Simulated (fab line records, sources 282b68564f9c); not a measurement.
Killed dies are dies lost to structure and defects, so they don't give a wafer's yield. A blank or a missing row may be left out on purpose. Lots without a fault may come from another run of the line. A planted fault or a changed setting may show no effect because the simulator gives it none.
Which tool did it? | flow rit_cmos | 14 lots, 42 wafers sampled, at 1 step of a route of 202

WHAT THE GAUGES READ, wafer by wafer
The record holds no reading of a measuring or inspecting step that can be judged against a usual standard deviation.

WHICH TOOL RAN EACH LOT (tool, then ch and the chambers of the sampled wafers, then the start)
lot  | RIT_NWELL_EXPOSE_03
L597 | iline_stepper-01 ch 0, day 1 22:00
L600 | iline_stepper-01 ch 0, day 2 10:58
L601 | iline_stepper-01 ch 0, day 2 16:05
L603 | iline_stepper-01, day 3 02:55
L604 | iline_stepper-01, day 3 07:50
L605 | iline_stepper-02 ch 0, day 3 12:28
L610 | iline_stepper-01 ch 0, day 4 12:59
L611 | iline_stepper-02 ch 0, day 4 18:20
L614 | iline_stepper-01 ch 0, day 5 09:36
L615 | iline_stepper-02 ch 0, day 5 15:59
L616 | iline_stepper-02 ch 0, day 5 22:02
L617 | iline_stepper-02 ch 0, day 6 05:21
L618 | iline_stepper-01 ch 0, day 6 09:40
L619 | iline_stepper-01 ch 0, day 6 12:26
- RIT_NWELL_EXPOSE_03: exposes mask M2, target cd 43900 nm.

WHAT THE TOOLS THEMSELVES READ (means of the sampled wafers that have a number; where no wafer has one, the mark that the record gives instead)
RIT_NWELL_EXPOSE_03.
lot  | tool             | exposure_dose_mJ_cm2 | focus_offset_nm (nm)
L597 | iline_stepper-01 | 249.94               | -0.1
L600 | iline_stepper-01 | 249.69               | 0.5
L601 | iline_stepper-01 | 249.92               | 0.3
L603 | iline_stepper-01 | -                    | -
L604 | iline_stepper-01 | -                    | -
L605 | iline_stepper-02 | 250.09               | 0.3
L610 | iline_stepper-01 | 250.02               | 0.2
L611 | iline_stepper-02 | 250.03               | -0.3
L614 | iline_stepper-01 | 250.19               | 0.6
L615 | iline_stepper-02 | 250.32               | -0.1
L616 | iline_stepper-02 | 250.17               | -0.3
L617 | iline_stepper-02 | 249.84               | 0.0
L618 | iline_stepper-01 | 249.73               | 0.0
L619 | iline_stepper-01 | 250.20               | -0.1

THE ANSWER, worked out from the rows above alone
Rule: what is usual is taken from the lots themselves. Put in order of their means at a reading, lots are off if they are a third of the lots or fewer, leave a main group of 4 or more, and stand apart from it by a gap of 3 or more times the standard deviation of the main group's means; of several such gaps the widest counts. A main group whose means are all the same, to the digits that the tables above print for the reading, isn't used. A lot without any number at a reading at which 4 lots or more have one is off too. The other lots that the step has rows for count as sound. The gauges are gone through in route order, then the tools' own readings, and for those a lot's mean is taken as printed above. The first step at which some lot is off is used, and at that step the reading that is off furthest; a lot without a number counts as furthest.
Off: L603, L604, at RIT_NWELL_EXPOSE_03 (exposure_dose_mJ_cm2). Without a number there: L603, L604. The main group: mean 250.01, standard deviation 0.19.
A tool fits if, at that step or a process step before it, it ran every lot that is off, and no sound lot after the first of them. None of those tried fits.

WHAT THE SIMULATOR HAD PUT IN
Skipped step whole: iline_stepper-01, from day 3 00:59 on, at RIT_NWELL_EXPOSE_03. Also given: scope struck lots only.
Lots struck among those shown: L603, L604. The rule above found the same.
